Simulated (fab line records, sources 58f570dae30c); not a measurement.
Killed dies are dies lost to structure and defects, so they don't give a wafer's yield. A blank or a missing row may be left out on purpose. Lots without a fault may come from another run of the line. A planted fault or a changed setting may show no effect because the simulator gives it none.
Split-lot experiment | flow berkeley_cmos170 | 5 lots, 23 wafers read, on a route of 331 steps

THE SPLIT
At UCB170_M1_COAT_04 (resist thk 900 nm), the setting spin_rpm was moved away from the recipe's 1500 rpm on 8 of the 23 wafers read, by -6.7% to -4.7%. The other wafers ran this setting at the recipe's value.

FROM THE SPLIT TO THE READING: what the file shows between them, 5 steps
- UCB170_M1_EXPOSE_06: exposes mask METAL1, target cd 700 nm (also split here: dose_mj)
- UCB170_M1_PEB_07
- UCB170_M1_DEVELOP_08: develop time 45 s
- UCB170_M1_CD_MEAS_09: target cd 700 nm
- UCB170_M1_ETCH_11: etches BARC in N2/H2

THE READING
KrF_of_M1_COAT_04.thk_nm (the simulator's own value, which no gauge read), in nm, at UCB170_M1_METAL_ETCH_12 (etches Al in Cl2/BCl3, stops on PSG, target depth 780 nm, time 130 s). The file gives no usual value for it. The 15 wafers here that ran the recipe average 436.9 nm, standard deviation 8 nm.

wafer  | tool, chamber at the split | spin_rpm as run, rpm | against the recipe | KrF_of_M1_COAT_04.thk_nm, nm | against lot-mates on the recipe
L074.1 | litho_track-04, 0          | 1500                 | recipe             | 440.3                        | -
L074.2 | litho_track-04, 0          | 1500                 | recipe             | 423.1                        | -
L074.4 | litho_track-04, 0          | 1500                 | recipe             | 424.7                        | -
L074.5 | litho_track-04, 0          | 1500                 | recipe             | 424.8                        | -
L074.6 | litho_track-04, 0          | 1500                 | recipe             | 447.8                        | -
L076.1 | litho_track-01, 0          | 1500                 | recipe             | 441.1                        | -
L076.2 | litho_track-01, 0          | 1500                 | recipe             | 449.4                        | -
L076.3 | litho_track-01, 0          | 1429                 | -4.7%              | 465                          | +19.8
L076.4 | litho_track-01, 0          | 1429                 | -4.7%              | 462.7                        | +17.4
L076.6 | litho_track-01, 0          | 1429                 | -4.7%              | 457.9                        | +12.6
L077.1 | litho_track-01, 0          | 1400                 | -6.7%              | 469.9                        | +28.8
L077.2 | litho_track-01, 0          | 1400                 | -6.7%              | 468.4                        | +27.2
L077.3 | litho_track-01, 0          | 1500                 | recipe             | 441.4                        | -
L077.4 | litho_track-01, 0          | 1500                 | recipe             | 440.9                        | -
L077.6 | litho_track-01, 0          | 1400                 | -6.7%              | 475.5                        | +34.4
L079.2 | litho_track-03, 0          | 1500                 | recipe             | 431.9                        | -
L079.3 | litho_track-03, 0          | 1500                 | recipe             | 435.3                        | -
L079.4 | litho_track-03, 0          | 1420                 | -5.3%              | 460                          | +27.3
L079.5 | litho_track-03, 0          | 1420                 | -5.3%              | 457                          | +24.3
L079.6 | litho_track-03, 0          | 1500                 | recipe             | 431                          | -
L081.1 | litho_track-03, 0          | 1500                 | recipe             | 436.1                        | -
L081.2 | litho_track-03, 0          | 1500                 | recipe             | 443.9                        | -
L081.6 | litho_track-03, 0          | 1500                 | recipe             | 441.4                        | -

THE FIT
A straight line over all 23 wafers: KrF_of_M1_COAT_04.thk_nm changes by -4.95 nm for each +1% of spin_rpm; r = -0.89; the points scatter about the line by 7.2 nm.
The same after taking each lot's own level away (the mean of its wafers on the recipe; 23 wafers): -4.35 nm for each +1%; r = -0.91; scatter 5.8 nm.
On that fit, the largest move of spin_rpm shifts the reading by 29 nm.
The lots' own levels span 432.14 to 445.25 nm, that is 1.6 times the standard deviation above.
So the lot-to-lot level changes the slope: the two fits differ.
Check: with one of the wafers moved furthest among these (-6.7%) left out of the fit, the line predicts +28.9 nm for it against its lot-mates. It came out at +28.8 nm against them.

OTHER SPLITS ON THESE WAFERS
These wafers also went through other splits before the reading. Each is held against what the fit with the lots' levels taken away leaves over:
other split on the same wafers    | wafers away from the commonest value | r with KrF_of_M1_COAT_04.thk_nm (lot level and that fit taken away)
UCB170_PSD_IMPLANT_08 dose_cm2    | 7                                    | -0.05
UCB170_NSD_STRIP_09 power_w       | 9                                    | -0.40
UCB170_SILICIDE_SPUTTER_01 time_s | 8                                    | -0.08
UCB170_M1_EXPOSE_06 dose_mj       | 8                                    | -0.17

THE WHOLE CHAIN: every reading that the file lists as answering this split, in the file's order
step                    | what it does                                                         | reading                                                                   | change (the file's fit)              | r (the file's)
UCB170_M1_COAT_04       | resist thk 900 nm                                                    | KrF_of_M1_COAT_04.thk_nm (the simulator's own value, which no gauge read) | -4.51 nm for each +1% of the setting | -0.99
UCB170_M1_METAL_ETCH_12 | etches Al in Cl2/BCl3, stops on PSG, target depth 780 nm, time 130 s | KrF_of_M1_COAT_04.thk_nm (the simulator's own value, which no gauge read) | -4.38 nm for each +1% of the setting | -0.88

THE FILE'S OWN FIT
KrF_of_M1_COAT_04.thk_nm changes by -4.38 nm for each +1% of spin_rpm, r = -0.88.
